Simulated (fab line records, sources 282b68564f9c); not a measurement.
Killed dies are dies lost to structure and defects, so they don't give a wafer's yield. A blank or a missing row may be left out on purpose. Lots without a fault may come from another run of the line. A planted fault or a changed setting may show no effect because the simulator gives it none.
A struck lot beside a sound one | flow rit_cmos | 14 steps out of a route of 202
Sound: wafers L268.3, L268.4, L268.6. Struck: wafers L267.3, L267.5, L267.6. The cause comes at the end.
At each step with rows: each side's tool, then ch and its chambers, then its first start. Under that, the readings that differ: sound wafers | struck wafers | difference of the means | sigmas: that difference in standard deviations of wafers without a fault.
alike: readings whose means differ by less than 2 such deviations, and words and numbers that are the same on both sides. not compared: withheld readings, readings that some wafer has no value for, bounds like >300 that may hide the same value, and numbers for which the record gives no deviation and whose values overlap.
The two part at a step that has a row with sigmas, a row that says differs or no value, or rows on one side only. Numbers that don't overlap but have no deviation are shown without sigmas and don't part them. A reading that every wafer of one side lacks parts them only if that side has two wafers or more.

first, 2 steps without rows for these wafers: RIT_NRETRO_PEB_04; RIT_NRETRO_DEVELOP_05 (develop time 68 s).
RIT_NRETRO_OVL_MEAS_06:
  sound on overlay-01, day 4 23:22; struck on overlay-02, day 4 16:56
  alike: NRETRO_OVL
then, 2 steps without rows for these wafers: RIT_NRETRO_HARDBAKE_07 (time 120 s); RIT_NRETRO_IMPLANT_08.
RIT_NRETRO_STRIP_09: strips in O2, time 180 s.
  sound on plasma_asher-01 ch 0,1, day 4 23:51; struck on plasma_asher-01 ch 0,1, day 4 17:25
  alike: drypump_motor_current_A, rf_refl_power_W
  not compared: rf_hours_counter_h
RIT_NRETRO_TW_MEAS_10:
  sound on film_metro-04, day 4 23:59; struck on film_metro-04, day 4 17:34
  alike: NRETRO_TW
then, 2 steps without rows for these wafers: RIT_PRETRO_HMDS_00 (prime time 60 s); RIT_PRETRO_COAT_01 (resist thk 1300 nm).
RIT_PRETRO_SOFTBAKE_02: time 61.53 s.
  sound on litho_track-03 ch 0, day 5 00:23; struck on litho_track-01 ch 0, day 4 17:57
  alike: plate_sensor_t_centre_C, plate_sensor_t_edge_C
then, 2 steps without rows for these wafers: RIT_PRETRO_EXPOSE_03 (exposes mask M5, target cd 43700 nm); RIT_PRETRO_PEB_04.
RIT_PRETRO_DEVELOP_05: develop time 68 s.
  sound on litho_track-01 ch 0, day 5 00:00; struck on litho_track-01, day 4 18:00
  no value came back on the struck wafers for chill_plate_temp_C (C), develop_time_s (s), developer_temp_C (C); on the sound wafers chill_plate_temp_C (C) reads 23.27 23.04 23.11
RIT_PRETRO_OVL_MEAS_06:
  sound on overlay-02, day 5 00:55; struck on overlay-02, day 4 18:29
  reading         | sound        | struck | difference                    | sigmas
  PRETRO_OVL (nm) | 0.5 1.1 -0.8 | - - -  | no value on the struck wafers |

WHERE THEY PART
First at RIT_PRETRO_DEVELOP_05; last, within this record, at RIT_PRETRO_OVL_MEAS_06.

WHY: what the simulator had put in
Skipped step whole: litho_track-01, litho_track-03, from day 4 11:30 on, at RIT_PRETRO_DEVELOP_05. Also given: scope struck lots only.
